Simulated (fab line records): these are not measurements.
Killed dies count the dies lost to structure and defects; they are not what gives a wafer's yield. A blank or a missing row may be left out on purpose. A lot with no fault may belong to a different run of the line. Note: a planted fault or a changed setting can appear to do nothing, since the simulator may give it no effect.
Which tool did it? ; flow rit cmos ; 21 wafers from 7 lots sampled at 3 of the route's 202 steps

## WHAT THE GAUGES READ, wafer by wafer
RIT_CONTACT_THK_MEAS_01.
lot;measured;on;CONTACT_TEOS_THK (nm)
L838;day 3 13:02;film metro-03;398 401 407
L842;day 4 12:07;film metro-03;394 399 400
L844;day 4 23:44;film metro-01;398 394 400
L846;day 5 11:32;film metro-03;398 404 404
L848;day 5 19:26;film metro-01;239 405 241
L856;day 7 11:56;film metro-03;399 401 398
L859;day 8 02:53;film metro-02;402 403 405

## WHAT TOOL EACH LOT RAN ON (gives the tool, then ch and the chambers of the sampled wafers, and finally the start)
lot;RIT_GATE_ETCH_19;RIT_CONTACT_CVD_00
L838;rie si-02 ch 1,3, day 2 22:43;pecvd-01 ch 0,1,2, day 3 12:59
L842;rie si-02 ch 0,3, day 3 20:37;pecvd-04 ch 1,2, day 4 12:02
L844;rie si-02 ch 0,1,2, day 4 09:22;pecvd-01 ch 0,2, day 4 23:41
L846;rie si-02 ch 0,1,3, day 4 18:35;pecvd-03 ch 1,2, day 5 11:28
L848;rie si-02 ch 0,1, day 5 05:00;pecvd-04 ch 1,2, day 5 19:22
L856;rie si-02 ch 0,2,3, day 6 22:26;pecvd-01 ch 0,1,2, day 7 11:53
L859;rie si-02 ch 0,1,3, day 7 12:55;pecvd-01 ch 0,1, day 8 02:50
- RIT_GATE_ETCH_19: etches poly-Si in SF6/CHF3/O2, stops on SiO2, time 165 s, target depth 312.5 nm.
- RIT_CONTACT_CVD_00: deposits SiO2 from TEOS, target thk 400 nm, time 61 s.

## THE ANSWER, worked out from the rows above alone
Rule: the lots themselves supply what counts as usual. The widest of any qualifying gaps counts: lots, ordered by their means at a reading, are off when they make up no more than a third of the lots, leave a main group of 4 or more, and stand apart from it by 3 or more times the standard deviation of that group's means. If all means in a main group match to the digits the tables above print for the reading, that group is not used. A lot without any number at a reading at which 4 lots or more have one is off too. All remaining lots with rows at the step are treated as sound.
Off: L848, seen at RIT_CONTACT_THK_MEAS_01 (CONTACT_TEOS_THK). For the main group the mean is 400 nm and the standard deviation 2.3.
A tool fits if, at a process step before that reading, it ran every lot that is off, and no sound lot after the first of them. Gauges at RIT_CONTACT_THK_MEAS_01: tried the same way as those tools. This does not decide it: 2 tools fit, namely pecvd-04 at RIT_CONTACT_CVD_00 and film metro-01 at RIT_CONTACT_THK_MEAS_01.

## WHAT THE SIMULATOR HAD PUT IN
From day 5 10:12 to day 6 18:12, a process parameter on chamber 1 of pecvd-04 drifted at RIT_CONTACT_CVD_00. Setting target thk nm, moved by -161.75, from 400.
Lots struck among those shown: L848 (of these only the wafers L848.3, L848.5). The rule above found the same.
